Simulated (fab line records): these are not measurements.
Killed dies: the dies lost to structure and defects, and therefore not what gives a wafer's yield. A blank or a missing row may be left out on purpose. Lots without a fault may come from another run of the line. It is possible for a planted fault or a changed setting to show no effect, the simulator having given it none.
Which tool did it? :: flow berkeley-cmos170 :: Sampling: 14 lots, 42 wafers, 5 of 331 route steps

WHAT THE GAUGES READ, wafer by wafer
UCB170_FIELD_THK_MEAS_02. Usual: FIELD_OXIDE_THK typically reads 553 nm, with standard deviation 11.
lot: L819
measured: day 6 04:48
on: film-metro-01
FIELD_OXIDE_THK (nm): 550 554 553
flag: 

lot: L821
measured: day 6 14:52
on: film-metro-01
FIELD_OXIDE_THK (nm): 532 537 544
flag: 

lot: L820
measured: day 6 14:55
on: film-metro-04
FIELD_OXIDE_THK (nm): 555 557 542
flag: 

lot: L822
measured: day 7 00:17
on: film-metro-02
FIELD_OXIDE_THK (nm): 568 577 553
flag: 

lot: L824
measured: day 7 12:41
on: film-metro-01
FIELD_OXIDE_THK (nm): 545 560 552
flag: 

lot: L826
measured: day 7 12:41
on: film-metro-02
FIELD_OXIDE_THK (nm): 549 551 552
flag: 

lot: L831
measured: day 8 11:03
on: film-metro-04
FIELD_OXIDE_THK (nm): 555 554 551
flag: 

lot: L833
measured: day 8 11:04
on: film-metro-01
FIELD_OXIDE_THK (nm): 544 543 540
flag: 

lot: L832
measured: day 8 11:06
on: film-metro-02
FIELD_OXIDE_THK (nm): 562 555 559
flag: 

lot: L836
measured: day 9 04:56
on: film-metro-02
FIELD_OXIDE_THK (nm): 547 551 540
flag: 

lot: L838
measured: day 9 15:16
on: film-metro-02
FIELD_OXIDE_THK (nm): 567 564 558
flag: 

lot: L840
measured: day 10 00:25
on: film-metro-04
FIELD_OXIDE_THK (nm): 550 552 548
flag: 

lot: L841
measured: day 10 10:41
on: film-metro-04
FIELD_OXIDE_THK (nm): 552 553 558
flag: 

lot: L842
measured: day 10 15:28
on: film-metro-01
FIELD_OXIDE_THK (nm): 550 554 549
flag: 

UCB170_PVT_TW_MEAS_09. Usual: PVT_TW typically reads 512, with standard deviation 3.3.
lot: L819
measured: day 7 14:02
on: film-metro-02
PVT_TW: 516 514 514
flag: 

lot: L821
measured: day 7 20:53
on: film-metro-01
PVT_TW: 511 510 511
flag: 

lot: L820
measured: day 7 20:58
on: film-metro-04
PVT_TW: 506 509 508
flag: 

lot: L822
measured: day 8 06:28
on: film-metro-02
PVT_TW: 515 515 513
flag: 

lot: L824
measured: day 8 23:40
on: film-metro-02
PVT_TW: 466 467 467
flag: OFF

lot: L826
measured: day 9 01:24
on: film-metro-04
PVT_TW: 462 459 462
flag: OFF

lot: L831
measured: day 10 02:51
on: film-metro-02
PVT_TW: 515 518 515
flag: 

lot: L833
measured: day 10 03:16
on: film-metro-01
PVT_TW: 514 518 517
flag: 

lot: L832
measured: day 10 02:41
on: film-metro-02
PVT_TW: 518 513 516
flag: 

lot: L836
measured: day 10 16:54
on: film-metro-04
PVT_TW: 507 508 504
flag: 

lot: L838
measured: day 11 01:35
on: film-metro-02
PVT_TW: 516 512 514
flag: 

lot: L840
measured: day 11 09:24
on: film-metro-01
PVT_TW: 510 513 514
flag: 

lot: L841
measured: day 12 01:02
on: film-metro-02
PVT_TW: 512 511 511
flag: 

lot: L842
measured: day 11 23:24
on: film-metro-04
PVT_TW: 508 506 509
flag: 

UCB170_GATE_CD_MEAS_12: the cd target is 350 nm. Usual: cd-nm 349.8 nm, standard deviation 1.3.
lot: L819
measured: day 8 03:15
on: cd-sem-01
cd-nm (nm): 350.1 349.9 349.7
flag: 

lot: L821
measured: day 8 10:37
on: cd-sem-01
cd-nm (nm): 353.3 352.0 351.2
flag: 

lot: L820
measured: day 8 10:20
on: cd-sem-01
cd-nm (nm): 350.6 350.0 349.6
flag: 

lot: L822
measured: day 9 00:08
on: cd-sem-02
cd-nm (nm): 347.5 346.7 347.6
flag: 

lot: L824
measured: day 9 20:55
on: cd-sem-02
cd-nm (nm): 351.5 351.5 350.6
flag: 

lot: L826
measured: day 9 21:02
on: cd-sem-01
cd-nm (nm): 349.3 349.0 349.1
flag: 

lot: L831
measured: day 10 20:23
on: cd-sem-01
cd-nm (nm): 349.5 349.1 350.3
flag: 

lot: L833
measured: day 10 20:05
on: cd-sem-02
cd-nm (nm): 348.5 348.9 349.9
flag: 

lot: L832
measured: day 10 19:46
on: cd-sem-01
cd-nm (nm): 349.8 351.1 350.3
flag: 

lot: L836
measured: day 11 08:07
on: cd-sem-01
cd-nm (nm): 350.0 349.6 351.1
flag: 

lot: L838
measured: day 11 17:01
on: cd-sem-01
cd-nm (nm): 351.2 350.3 350.2
flag: 

lot: L840
measured: day 12 02:44
on: cd-sem-01
cd-nm (nm): 352.1 350.8 350.7
flag: 

lot: L841
measured: day 12 14:14
on: cd-sem-01
cd-nm (nm): 349.7 350.5 349.6
flag: 

lot: L842
measured: day 12 14:44
on: cd-sem-02
cd-nm (nm): 349.4 349.6 348.4
flag: 

WHAT TOOL EACH LOT RAN ON (gives the tool, then ch and the chambers of the sampled wafers, and finally the start)
lot: L819
UCB170_NVT_STRIP_08: plasma-asher-03 ch 0,1, day 7 12:12
UCB170_PVT_IMPLANT_07: implanter-04 ch 0, day 7 13:47

lot: L821
UCB170_NVT_STRIP_08: plasma-asher-01 ch 0,1, day 7 18:59
UCB170_PVT_IMPLANT_07: implanter-01 ch 0, day 7 20:38

lot: L820
UCB170_NVT_STRIP_08: plasma-asher-03 ch 0,1, day 7 19:05
UCB170_PVT_IMPLANT_07: implanter-04 ch 0, day 7 20:43

lot: L822
UCB170_NVT_STRIP_08: plasma-asher-01 ch 0,1, day 8 04:14
UCB170_PVT_IMPLANT_07: implanter-03 ch 0, day 8 06:14

lot: L824
UCB170_NVT_STRIP_08: plasma-asher-01 ch 0,1, day 8 21:20
UCB170_PVT_IMPLANT_07: implanter-04 ch 0, day 8 23:27

lot: L826
UCB170_NVT_STRIP_08: plasma-asher-03 ch 0,1, day 8 22:04
UCB170_PVT_IMPLANT_07: implanter-04 ch 0, day 9 01:11

lot: L831
UCB170_NVT_STRIP_08: plasma-asher-02 ch 0,1, day 9 23:33
UCB170_PVT_IMPLANT_07: implanter-01 ch 0, day 10 02:37

lot: L833
UCB170_NVT_STRIP_08: plasma-asher-02 ch 0,1, day 10 00:04
UCB170_PVT_IMPLANT_07: implanter-03 ch 0, day 10 03:02

lot: L832
UCB170_NVT_STRIP_08: plasma-asher-03 ch 0, day 9 23:19
UCB170_PVT_IMPLANT_07: implanter-01 ch 0, day 10 02:26

lot: L836
UCB170_NVT_STRIP_08: plasma-asher-03 ch 0,1, day 10 14:57
UCB170_PVT_IMPLANT_07: implanter-03 ch 0, day 10 16:41

lot: L838
UCB170_NVT_STRIP_08: plasma-asher-02 ch 0,1, day 10 22:38
UCB170_PVT_IMPLANT_07: implanter-01 ch 0, day 11 01:21

lot: L840
UCB170_NVT_STRIP_08: plasma-asher-02 ch 0,1, day 11 04:50
UCB170_PVT_IMPLANT_07: implanter-03 ch 0, day 11 09:09

lot: L841
UCB170_NVT_STRIP_08: plasma-asher-02 ch 0,1, day 11 20:12
UCB170_PVT_IMPLANT_07: implanter-04 ch 0, day 12 00:47

lot: L842
UCB170_NVT_STRIP_08: plasma-asher-02 ch 0,1, day 11 19:39
UCB170_PVT_IMPLANT_07: implanter-04 ch 0, day 11 23:09
- UCB170_NVT_STRIP_08: strips in O2.
- UCB170_PVT_IMPLANT_07

WHAT THE TOOLS THEMSELVES READ (means of the sampled wafers that have a number; where no wafer has one, the mark that the record gives instead)
UCB170_NVT_STRIP_08. Usual: drypump-motor-current-A 6.1 A, standard deviation 0.53; oes-product-au 0.735 a.u., standard deviation 0.0046; strip-time-to-endpoint-s 21.61 s, standard deviation 0.071.
lot: L819
tool: plasma-asher-03
drypump-motor-current-A (A): 6.6
oes-product-au (a.u.): 0.731
strip-time-to-endpoint-s (s): 21.59
flag: 

lot: L821
tool: plasma-asher-01
drypump-motor-current-A (A): 6.2
oes-product-au (a.u.): 0.736
strip-time-to-endpoint-s (s): 21.68
flag: 

lot: L820
tool: plasma-asher-03
drypump-motor-current-A (A): 6.3
oes-product-au (a.u.): 0.730
strip-time-to-endpoint-s (s): 21.62
flag: 

lot: L822
tool: plasma-asher-01
drypump-motor-current-A (A): 6.2
oes-product-au (a.u.): 0.731
strip-time-to-endpoint-s (s): 21.64
flag: 

lot: L824
tool: plasma-asher-01
drypump-motor-current-A (A): 6.2
oes-product-au (a.u.): 0.733
strip-time-to-endpoint-s (s): 21.68
flag: 

lot: L826
tool: plasma-asher-03
drypump-motor-current-A (A): 6.6
oes-product-au (a.u.): 0.739
strip-time-to-endpoint-s (s): 21.63
flag: 

lot: L831
tool: plasma-asher-02
drypump-motor-current-A (A): 6.2
oes-product-au (a.u.): 0.732
strip-time-to-endpoint-s (s): 21.60
flag: 

lot: L833
tool: plasma-asher-02
drypump-motor-current-A (A): 5.7
oes-product-au (a.u.): 0.733
strip-time-to-endpoint-s (s): 21.60
flag: 

lot: L832
tool: plasma-asher-03
drypump-motor-current-A (A): 6.0
oes-product-au (a.u.): 0.733
strip-time-to-endpoint-s (s): 21.62
flag: 

lot: L836
tool: plasma-asher-03
drypump-motor-current-A (A): 6.5
oes-product-au (a.u.): 0.732
strip-time-to-endpoint-s (s): 21.61
flag: 

lot: L838
tool: plasma-asher-02
drypump-motor-current-A (A): 6.2
oes-product-au (a.u.): 0.734
strip-time-to-endpoint-s (s): 21.68
flag: 

lot: L840
tool: plasma-asher-02
drypump-motor-current-A (A): 6.1
oes-product-au (a.u.): 0.736
strip-time-to-endpoint-s (s): 21.66
flag: 

lot: L841
tool: plasma-asher-02
drypump-motor-current-A (A): 6.1
oes-product-au (a.u.): 0.737
strip-time-to-endpoint-s (s): 21.73
flag: 

lot: L842
tool: plasma-asher-02
drypump-motor-current-A (A): 6.1
oes-product-au (a.u.): 0.737
strip-time-to-endpoint-s (s): 21.51
flag: 

UCB170_PVT_IMPLANT_07. Usual: beam-energy-keV 30.000, standard deviation 0.011; dose-ions-cm2 2.0332e+12, standard deviation 2e+09.
lot: L819
tool: implanter-04
beam-energy-keV: 29.997
dose-ions-cm2: 2.0324e+12
flag: 

lot: L821
tool: implanter-01
beam-energy-keV: 29.995
dose-ions-cm2: 2.0339e+12
flag: 

lot: L820
tool: implanter-04
beam-energy-keV: 29.992
dose-ions-cm2: 2.0360e+12
flag: 

lot: L822
tool: implanter-03
beam-energy-keV: 30.008
dose-ions-cm2: 2.0339e+12
flag: 

lot: L824
tool: implanter-04
beam-energy-keV: 21.001
dose-ions-cm2: 2.0320e+12
flag: OFF

lot: L826
tool: implanter-04
beam-energy-keV: 20.989
dose-ions-cm2: 2.0341e+12
flag: OFF

lot: L831
tool: implanter-01
beam-energy-keV: 29.998
dose-ions-cm2: 2.0330e+12
flag: 

lot: L833
tool: implanter-03
beam-energy-keV: 30.011
dose-ions-cm2: 2.0316e+12
flag: 

lot: L832
tool: implanter-01
beam-energy-keV: 29.991
dose-ions-cm2: 2.0338e+12
flag: 

lot: L836
tool: implanter-03
beam-energy-keV: 29.986
dose-ions-cm2: 2.0349e+12
flag: 

lot: L838
tool: implanter-01
beam-energy-keV: 29.990
dose-ions-cm2: 2.0330e+12
flag: 

lot: L840
tool: implanter-03
beam-energy-keV: 30.012
dose-ions-cm2: 2.0332e+12
flag: 

lot: L841
tool: implanter-04
beam-energy-keV: 30.000
dose-ions-cm2: 2.0342e+12
flag: 

lot: L842
tool: implanter-04
beam-energy-keV: 29.998
dose-ions-cm2: 2.0341e+12
flag: 

THE ANSWER, worked out from the rows above alone
Rule: lot off if the mean of its wafers having a number is beyond 3 standard deviations from the usual mean. Also off: a lot with no number at a reading for which 4 or more lots have one. Where the step has rows for the other lots, those lots are counted as sound. The gauges are gone through in route order, then the tools' own readings, and for those a lot's mean is taken as printed above. At the first step where some lot is off, the reading lying furthest off is the one used; lots without a number count as furthest.
Off: at UCB170_PVT_TW_MEAS_09 (PVT_TW), L824, L826.
A tool fits if, at a process step before that reading, it ran every lot that is off, and no sound lot after the first of them. Not tried: the gauges at UCB170_PVT_TW_MEAS_09; whatever is off there is also off at UCB170_PVT_IMPLANT_07, on other tools, and gauge error can't account for it. None of those tried fits.

WHAT THE SIMULATOR HAD INSERTED
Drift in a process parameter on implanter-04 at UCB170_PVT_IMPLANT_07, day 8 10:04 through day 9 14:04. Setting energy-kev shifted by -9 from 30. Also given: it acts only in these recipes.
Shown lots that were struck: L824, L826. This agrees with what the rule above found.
